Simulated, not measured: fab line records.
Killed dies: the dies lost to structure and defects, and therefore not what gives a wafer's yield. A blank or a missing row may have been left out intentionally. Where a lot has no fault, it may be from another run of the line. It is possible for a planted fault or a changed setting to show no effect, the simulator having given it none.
A lot that was struck, set against a sound lot / flow rit_cmos / 17 steps out of a route of 202
Sound: wafers L621.3, L621.4, L621.5. Wafers struck: L628.1, L628.2, L628.3. The cause is given at the end.
At each step with rows: each side's tool, then ch and its chambers, then its first start. Under that, the readings that differ: sound wafers / struck wafers / difference of the means / sigmas: that difference in standard deviations of wafers without a fault.
alike: words and numbers the same on both sides, and readings whose means are apart by under 2 such deviations; not compared: readings that were withheld, readings missing a value for some wafer, numbers with overlapping values and no deviation given by the record, and bounds like >300 which may hide the same value.
Wherever a step has rows on one side only, a row that says differs or no value, or a row with sigmas, the two part there. Non-overlapping numbers with no deviation appear without sigmas and do not part them. Lack of a reading on every wafer of one side parts them only where that side has two or more wafers.

first, 1 step without rows for these wafers: RIT_PRETRO_DEVELOP_05 (develop time 68 s).
RIT_PRETRO_OVL_MEAS_06:
  sound on overlay-01 at day 3 05:22; struck on overlay-01 at day 4 17:10
  alike: PRETRO_OVL
then, 2 steps without rows for these wafers: RIT_PRETRO_HARDBAKE_07 (time 120 s); RIT_PRETRO_IMPLANT_08.
RIT_PRETRO_STRIP_09: strips in O2, time 180 s.
  sound on plasma_asher-03 ch 0,1, day 3 05:50; struck on plasma_asher-04 ch 0,1, day 4 17:37
  alike: chamber_pressure_mTorr, drypump_motor_current_A
  not compared: rf_hours_counter_h
RIT_PRETRO_TW_MEAS_10:
  sound on film_metro-01 at day 3 05:59; struck on film_metro-01 at day 4 17:47
  alike: PRETRO_TW
then, 5 steps without rows for these wafers: RIT_GATE_WET_ETCH_00 (etches SiO2 in BOE, target depth 56 nm, time 60 s); RIT_GATE_CLEAN_01 (cleans in SC1, time 600 s); RIT_GATE_CLEAN_02 (cleans in dHF, time 30 s); RIT_GATE_CLEAN_03 (cleans in SC2, time 600 s); RIT_GATE_CLEAN_04 (cleans in dHF, time 60 s).
RIT_FOX2_THK_MEAS_91:
  sound on film_metro-04 at day 3 06:27; struck on film_metro-04 at day 4 18:19
  alike: FIELD_OXIDE_LEFT_2_THK
RIT_GATE_OXIDATION_05: target thk 3 nm, ox time 270 s.
  sound on furnace-03 ch 0, day 3 07:35; struck on furnace-03 ch 0, day 4 19:10
reading=model.SiO2_of_GATE_OXIDATION_05.thk_nm (nm); sound=3.01 3.021 2.944; struck=3.288 3.27 3.296; difference=+0.293; sigmas=
then, 1 step without rows for these wafers: RIT_GATE_ANNEAL_06 (time 600 s).
RIT_GATE_THK_MEAS_07:
  sound on film_metro-02 at day 3 08:56; struck on film_metro-02 at day 4 20:29
reading=GATE_OXIDE_THK (nm); sound=3.02 3.01 2.88; struck=3.24 3.30 3.35; difference=+0.33; sigmas=+4
then, 1 step without rows for these wafers: RIT_GATE_CVD_08 (deposits poly-Si from SiH4, target thk 250 nm, time 2220 s).
RIT_M1_PROBE_99:
  sound on prober-01 at day 4 09:09; struck on prober-02 at day 5 21:44
reading=model.etest.pmos_0p3.r_on_ohm_um; sound=6338 6475 6287; struck=6744 6699 6749; difference=+364; sigmas=
reading=model.etest.nmos_0p3.r_on_ohm_um; sound=2139 2131 2116; struck=2344 2318 2336; difference=+204; sigmas=
reading=model.etest.nmos_0p15.drive_ua_um; sound=467.9 465.5 469; struck=420.3 422.1 419.1; difference=-47.0; sigmas=
reading=model.etest.nmos_narrow.drive_ua_um; sound=231.7 229.8 239.6; struck=198.6 203.3 200.9; difference=-32.8; sigmas=
reading=model.etest.nmos_0p3.drive_ua_um; sound=231.1 228.3 235.4; struck=198.1 199.4 197; difference=-33.4; sigmas=
reading=model.etest.pmos_0p3.drive_ua_um; sound=100.2 97.59 100.5; struck=89.76 91.7 88.82; difference=-9.34; sigmas=
reading=model.etest.pmos_narrow.drive_ua_um; sound=101.9 100 102.6; struck=91.44 94.97 91.76; difference=-8.78; sigmas=
  alike: killed_at_contacts, killed_at_front_end, killed_dies, killed_open, killed_short
  not compared: model.etest.pmos_0p15.drive_ua_um

== WHERE THEY PART ==
RIT_GATE_THK_MEAS_07 only, going by this record. Later steps at which nothing parts them and some readings are alike: RIT_M1_PROBE_99.

WHY: what the simulator had put in
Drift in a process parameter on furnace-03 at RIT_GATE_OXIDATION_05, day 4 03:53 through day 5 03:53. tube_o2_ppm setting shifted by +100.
